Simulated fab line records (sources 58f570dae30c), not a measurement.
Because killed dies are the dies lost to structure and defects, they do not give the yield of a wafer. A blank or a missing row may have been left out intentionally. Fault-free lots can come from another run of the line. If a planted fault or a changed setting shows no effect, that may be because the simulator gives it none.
Shared-tool check / flow berkeley cmos170 / 45 wafers sampled across 15 lots

WHY IT WAS OPENED
UCB170_ACTIVE_THK_MEAS_03, reading ACTIVE_OXIDE_THK: flagged on 3 of 15 lots. Wafers without a fault read 26.4 nm, standard deviation 0.57.
Rule: flag the lot when none of its wafers has a number, or when each of its wafers that has one lies beyond 4 standard deviations from that mean. All remaining lots are regarded as sound.

lot=L952; measured=day 4 18:07; on=film metro-03; ACTIVE_OXIDE_THK (nm), wafer by wafer=26.0 26.2 26.1; flag=
lot=L953; measured=day 4 22:22; on=film metro-02; ACTIVE_OXIDE_THK (nm), wafer by wafer=26.7 26.5 26.5; flag=
lot=L954; measured=day 5 07:57; on=film metro-04; ACTIVE_OXIDE_THK (nm), wafer by wafer=25.4 25.7 25.4; flag=
lot=L955; measured=day 5 07:58; on=film metro-02; ACTIVE_OXIDE_THK (nm), wafer by wafer=26.1 26.0 26.2; flag=
lot=L956; measured=day 5 08:02; on=film metro-02; ACTIVE_OXIDE_THK (nm), wafer by wafer=26.2 26.1 26.1; flag=
lot=L957; measured=day 5 17:50; on=film metro-04; ACTIVE_OXIDE_THK (nm), wafer by wafer=26.0 26.2 26.4; flag=
lot=L960; measured=day 5 17:50; on=film metro-02; ACTIVE_OXIDE_THK (nm), wafer by wafer=26.6 25.9 25.3; flag=
lot=L958; measured=day 5 17:51; on=film metro-03; ACTIVE_OXIDE_THK (nm), wafer by wafer=26.4 26.6 26.2; flag=
lot=L959; measured=day 5 17:53; on=film metro-04; ACTIVE_OXIDE_THK (nm), wafer by wafer=25.7 25.7 25.7; flag=
lot=L961; measured=day 6 08:06; on=film metro-02; ACTIVE_OXIDE_THK (nm), wafer by wafer=26.2 26.1 26.0; flag=
lot=L965; measured=day 7 11:02; on=film metro-04; ACTIVE_OXIDE_THK (nm), wafer by wafer=21.4 21.8 22.3; flag=FLAGGED
lot=L966; measured=day 7 11:02; on=film metro-03; ACTIVE_OXIDE_THK (nm), wafer by wafer=20.6 20.5 20.6; flag=FLAGGED
lot=L967; measured=day 7 11:06; on=film metro-04; ACTIVE_OXIDE_THK (nm), wafer by wafer=21.2 21.3 21.2; flag=FLAGGED
lot=L974; measured=day 9 07:53; on=film metro-03; ACTIVE_OXIDE_THK (nm), wafer by wafer=27.3 27.0 27.4; flag=
lot=L975; measured=day 9 15:04; on=film metro-03; ACTIVE_OXIDE_THK (nm), wafer by wafer=26.1 26.0 25.8; flag=
Average over the flagged lots: 21.2 nm; offset from the usual -5.2 nm, equal to -9 standard deviations.

WHICH TOOL RAN EACH LOT
The record keeps 1 process step preceding the reading, out of 331 steps on the route. Cell contents, in order: the tool; ch with the chambers the sampled wafers went through; the start.
lot=L952; flag=; UCB170_ACTIVE_OXIDATION_02=furnace-04 ch 0, day 4 16:46
lot=L953; flag=; UCB170_ACTIVE_OXIDATION_02=furnace-01 ch 0, day 4 21:00
lot=L954; flag=; UCB170_ACTIVE_OXIDATION_02=furnace-01 ch 0, day 5 06:36
lot=L955; flag=; UCB170_ACTIVE_OXIDATION_02=furnace-01 ch 0, day 5 06:36
lot=L956; flag=; UCB170_ACTIVE_OXIDATION_02=furnace-01 ch 0, day 5 06:36
lot=L957; flag=; UCB170_ACTIVE_OXIDATION_02=furnace-04 ch 0, day 5 16:29
lot=L960; flag=; UCB170_ACTIVE_OXIDATION_02=furnace-04 ch 0, day 5 16:29
lot=L958; flag=; UCB170_ACTIVE_OXIDATION_02=furnace-04 ch 0, day 5 16:29
lot=L959; flag=; UCB170_ACTIVE_OXIDATION_02=furnace-04 ch 0, day 5 16:29
lot=L961; flag=; UCB170_ACTIVE_OXIDATION_02=furnace-02 ch 0, day 6 06:44
lot=L965; flag=FLAGGED; UCB170_ACTIVE_OXIDATION_02=furnace-01 ch 0, day 7 09:41
lot=L966; flag=FLAGGED; UCB170_ACTIVE_OXIDATION_02=furnace-01 ch 0, day 7 09:41
lot=L967; flag=FLAGGED; UCB170_ACTIVE_OXIDATION_02=furnace-01 ch 0, day 7 09:41
lot=L974; flag=; UCB170_ACTIVE_OXIDATION_02=furnace-02 ch 0, day 9 06:32
lot=L975; flag=; UCB170_ACTIVE_OXIDATION_02=furnace-04 ch 0, day 9 13:43
What these steps do:
- UCB170_ACTIVE_OXIDATION_02: target thk 26.4 nm, ox time 1260 s.
- UCB170_ACTIVE_THK_MEAS_03

FLAGGED OVER TOTAL, TOOL BY TOOL (the gauges that took the reading come last)
step=UCB170_ACTIVE_OXIDATION_02; tool=furnace-01; lots run=7; flagged=3; share of the flagged lots=all; sound lots run after its first flagged lot=0
step=UCB170_ACTIVE_OXIDATION_02; tool=furnace-02; lots run=2; flagged=0; share of the flagged lots=none; sound lots run after its first flagged lot=-
step=UCB170_ACTIVE_OXIDATION_02; tool=furnace-04; lots run=6; flagged=0; share of the flagged lots=none; sound lots run after its first flagged lot=-
step=UCB170_ACTIVE_THK_MEAS_03; tool=film metro-02; lots run=5; flagged=0; share of the flagged lots=none; sound lots run after its first flagged lot=-
step=UCB170_ACTIVE_THK_MEAS_03; tool=film metro-03; lots run=5; flagged=1; share of the flagged lots=some; sound lots run after its first flagged lot=2 (L974,L975)
step=UCB170_ACTIVE_THK_MEAS_03; tool=film metro-04; lots run=5; flagged=2; share of the flagged lots=some; sound lots run after its first flagged lot=0

WHAT IS ALLOWED BY THE TABLE
Rows of the table that ran each flagged lot: 1, that is furnace-01 at UCB170_ACTIVE_OXIDATION_02.
- furnace-01 at UCB170_ACTIVE_OXIDATION_02 ran 7 lots, 3 of them flagged. A fault beginning between L954 (day 5 06:36), its last sound lot, and L965 (day 7 09:41), its first flagged one, fits the data. Its own readings lie more than 4 standard deviations out on every wafer of the flagged lots: spike tc centre C, spike tc load C, tube center temp C, tube_center_temp_C_max.
furnace-01 at UCB170_ACTIVE_OXIDATION_02 is the single tool remaining.

WHAT WAS PUT IN BY THE SIMULATOR
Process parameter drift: furnace-01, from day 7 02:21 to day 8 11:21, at UCB170_ACTIVE_OXIDATION_02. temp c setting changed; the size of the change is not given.
Lots struck among those shown: L965, L966, L967. The rule above found the same.
